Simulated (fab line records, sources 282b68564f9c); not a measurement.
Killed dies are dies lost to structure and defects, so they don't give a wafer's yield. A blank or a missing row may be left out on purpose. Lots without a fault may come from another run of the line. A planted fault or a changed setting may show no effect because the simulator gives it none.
Which tool did it? | flow rit_cmos | 14 lots, 42 wafers sampled, at 2 steps of a route of 202

WHAT THE GAUGES READ, wafer by wafer
RIT_ACTIVE_THK_MEAS_02.
lot  | measured    | on            | ACTIVE_OXIDE_THK (nm)
L730 | day 1 12:16 | film_metro-02 | 47.2 46.9 47.9
L731 | day 1 17:14 | film_metro-03 | 46.4 47.3 46.8
L733 | day 2 03:04 | film_metro-01 | 47.2 46.3 46.8
L734 | day 2 08:03 | film_metro-03 | 46.9 47.0 46.9
L735 | day 2 14:07 | film_metro-01 | 46.6 47.5 47.1
L736 | day 2 18:12 | film_metro-03 | 46.2 47.3 46.7
L737 | day 3 00:35 | film_metro-03 | 46.7 47.7 47.4
L738 | day 3 06:47 | film_metro-02 | 47.8 47.7 47.3
L740 | day 3 15:21 | film_metro-02 | 47.3 47.0 47.9
L743 | day 4 07:06 | film_metro-02 | 46.5 46.7 46.9
L744 | day 4 10:03 | film_metro-02 | 47.8 47.0 46.7
L746 | day 4 21:26 | film_metro-03 | 38.0 38.7 39.2
L747 | day 5 01:51 | film_metro-03 | 44.6 40.3 40.7
L753 | day 6 07:38 | film_metro-01 | 47.2 46.0 46.9

WHICH TOOL RAN EACH LOT (tool, then ch and the chambers of the sampled wafers, then the start)
lot  | RIT_ACTIVE_OXIDATION_01
L730 | furnace-03 ch 0, day 1 10:17
L731 | furnace-01 ch 0, day 1 15:16
L733 | furnace-04 ch 0, day 2 01:07
L734 | furnace-04 ch 0, day 2 06:07
L735 | furnace-01 ch 0, day 2 12:11
L736 | furnace-01 ch 0, day 2 16:15
L737 | furnace-04 ch 0, day 2 22:38
L738 | furnace-03 ch 0, day 3 04:51
L740 | furnace-01 ch 0, day 3 13:25
L743 | furnace-04 ch 0, day 4 05:09
L744 | furnace-04 ch 0, day 4 08:07
L746 | furnace-04 ch 0, day 4 19:29
L747 | furnace-04 ch 0, day 4 23:54
L753 | furnace-03 ch 0, day 6 05:41
- RIT_ACTIVE_OXIDATION_01: target thk 46.8 nm, ox time 3360 s.

WHAT THE TOOLS THEMSELVES READ (means of the sampled wafers that have a number; where no wafer has one, the mark that the record gives instead)
RIT_ACTIVE_OXIDATION_01.
lot  | tool       | spike_tc_source_C (C) | zone_power_load_pct (%)
L730 | furnace-03 | 1027.7                | 32.5
L731 | furnace-01 | 1027.4                | 36.2
L733 | furnace-04 | 1022.2                | 30.0
L734 | furnace-04 | 1022.9                | 30.3
L735 | furnace-01 | 1027.3                | 35.7
L736 | furnace-01 | 1027.4                | 36.0
L737 | furnace-04 | 1022.3                | 30.2
L738 | furnace-03 | 1027.9                | 32.5
L740 | furnace-01 | 1028.4                | 36.0
L743 | furnace-04 | 1023.6                | 30.3
L744 | furnace-04 | 1022.2                | 30.2
L746 | furnace-04 | 1021.4                | 30.4
L747 | furnace-04 | 1023.0                | 30.3
L753 | furnace-03 | 1027.1                | 32.6

THE ANSWER, worked out from the rows above alone
Rule: what is usual is taken from the lots themselves. Put in order of their means at a reading, lots are off if they are a third of the lots or fewer, leave a main group of 4 or more, and stand apart from it by a gap of 3 or more times the standard deviation of the main group's means; of several such gaps the widest counts. A main group whose means are all the same, to the digits that the tables above print for the reading, isn't used. A lot without any number at a reading at which 4 lots or more have one is off too. The other lots that the step has rows for count as sound. The gauges are gone through in route order, then the tools' own readings, and for those a lot's mean is taken as printed above. The first step at which some lot is off is used, and at that step the reading that is off furthest; a lot without a number counts as furthest.
Off: L746, L747, at RIT_ACTIVE_THK_MEAS_02 (ACTIVE_OXIDE_THK). The main group: mean 47.0 nm, standard deviation 0.3.
A tool fits if, at a process step before that reading, it ran every lot that is off, and no sound lot after the first of them. The gauges at RIT_ACTIVE_THK_MEAS_02 are tried like those tools. Can't be told from this: 2 tools fit, furnace-04 at RIT_ACTIVE_OXIDATION_01, film_metro-03 at RIT_ACTIVE_THK_MEAS_02.

WHAT THE SIMULATOR HAD PUT IN
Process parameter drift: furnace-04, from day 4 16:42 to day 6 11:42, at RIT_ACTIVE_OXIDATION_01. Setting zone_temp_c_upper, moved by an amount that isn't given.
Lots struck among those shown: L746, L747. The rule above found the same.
